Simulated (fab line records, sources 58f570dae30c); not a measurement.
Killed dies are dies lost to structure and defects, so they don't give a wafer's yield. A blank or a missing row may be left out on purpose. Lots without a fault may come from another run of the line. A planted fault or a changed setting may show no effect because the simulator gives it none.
One fault seen from 2 desks | flow berkeley_cmos170 | each desk has only its own numbers; what lay behind them comes last

THE TOOL OWNER'S DESK: implanter-04
The tool's own readings at UCB170_PLDD_IMPLANT_08: means of the sampled wafers that have a number, for each lot that ran on this tool. A lot is out of limits, marked OUT, if its mean lies more than 4 standard deviations from the usual mean; the brackets give that distance.
Columns: A = beam_on_s at UCB170_PLDD_IMPLANT_08, usual 9.99 s; B = end_station_pressure_torr at UCB170_PLDD_IMPLANT_08, usual 5.12e-06 Torr; C = faraday_current_uA at UCB170_PLDD_IMPLANT_08, usual 159
lot  | first seen here | A                | B                          | C
L255 | day 6 21:59     | 9.96             | 5.01e-06                   | 159
L254 | day 7 00:51     | 10.13            | 5.26e-06                   | 157
L260 | day 8 04:03     | 9.92             | 5.37e-06                   | 160
L265 | day 8 19:56     | 9.97             | 4.94e-06                   | 159
L267 | day 9 03:42     | 10.01            | 5.00e-06                   | 159
L271 | day 10 05:24    | 11.95 (+9.8) OUT | 9.75e-05 (+99 or more) OUT | 134 (-8.0) OUT
L274 | day 10 17:01    | 12.06 (+10) OUT  | 9.06e-05 (+99 or more) OUT | 133 (-8.5) OUT
This desk's finding: out of limits on L271, L274; first on L271, day 10 05:24 (beam_on_s at UCB170_PLDD_IMPLANT_08). In limits: L255, L254, L260, L265, L267.

THE METROLOGY DESK
What the gauges read, lot by lot, whatever tool the lot ran on: means of the sampled wafers that have a number. A lot is out of limits, marked OUT, if its mean lies more than 4 standard deviations from the usual mean; the brackets give that distance.
Columns: A = PWELL_NITRIDE_THK at UCB170_PWELL_THK_MEAS_06, usual 220.3 nm; B = PLDD_RS at UCB170_SDANNEAL_RS_MEAS_04, usual 1032.0 ohm/sq; C = M1_AL_RS at UCB170_M1_RS_MEAS_01, usual 0.0486 ohm/sq
lot  | first seen here | A     | B               | C
L253 | day 3 07:11     | 221.3 | 1034.9          | 0.0483
L254 | day 3 14:16     | 220.5 | 1035.4          | 0.0488
L255 | day 3 18:19     | 223.0 | 1030.3          | 0.0490
L257 | day 3 22:41     | 221.7 | 1033.6          | 0.0494
L258 | day 4 10:51     | 219.9 | 1028.7          | 0.0487
L260 | day 4 20:36     | 218.8 | 1031.7          | 0.0490
L261 | day 4 20:37     | 221.5 | 1031.0          | 0.0489
L262 | day 4 20:37     | 220.9 | 1032.3          | 0.0480
L263 | day 5 04:52     | 221.8 | 1030.7          | 0.0488
L265 | day 5 20:03     | 215.8 | 1030.3          | 0.0491
L267 | day 6 01:34     | 218.6 | 1033.6          | 0.0491
L271 | day 7 03:22     | 223.0 | 956.0 (-28) OUT | 0.0481
L274 | day 7 17:10     | 222.4 | 951.9 (-30) OUT | 0.0486
L275 | day 7 19:59     | 223.1 | 1030.0          | 0.0484
This desk's finding: out of limits on L271, L274; first on L271, day 10 18:23 (PLDD_RS at UCB170_SDANNEAL_RS_MEAS_04). In limits: L253, L254, L255, L257, L258, L260, L261, L262, L263, L265, L267, L275.

PUT TOGETHER
The tool owner's desk could have raised an alarm at day 10 05:24, on L271, L274.
The metrology desk could have raised an alarm at day 10 18:23, on L271, L274.
Of the lots named, all ran UCB170_PLDD_IMPLANT_08 on implanter-04.

WHAT THE SIMULATOR HAD PUT IN
Process parameter drift: implanter-04, from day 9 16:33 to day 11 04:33, at UCB170_PLDD_IMPLANT_08. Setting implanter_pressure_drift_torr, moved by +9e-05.
Process parameter drift: implanter-04, from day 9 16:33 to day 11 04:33, at UCB170_PLDD_IMPLANT_08. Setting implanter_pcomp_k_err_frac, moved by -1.
Lots struck among those shown: L271, L274.
Hours from the fault's start to each desk's first reading out of limits: the tool owner's desk, 13; the metrology desk, 26.
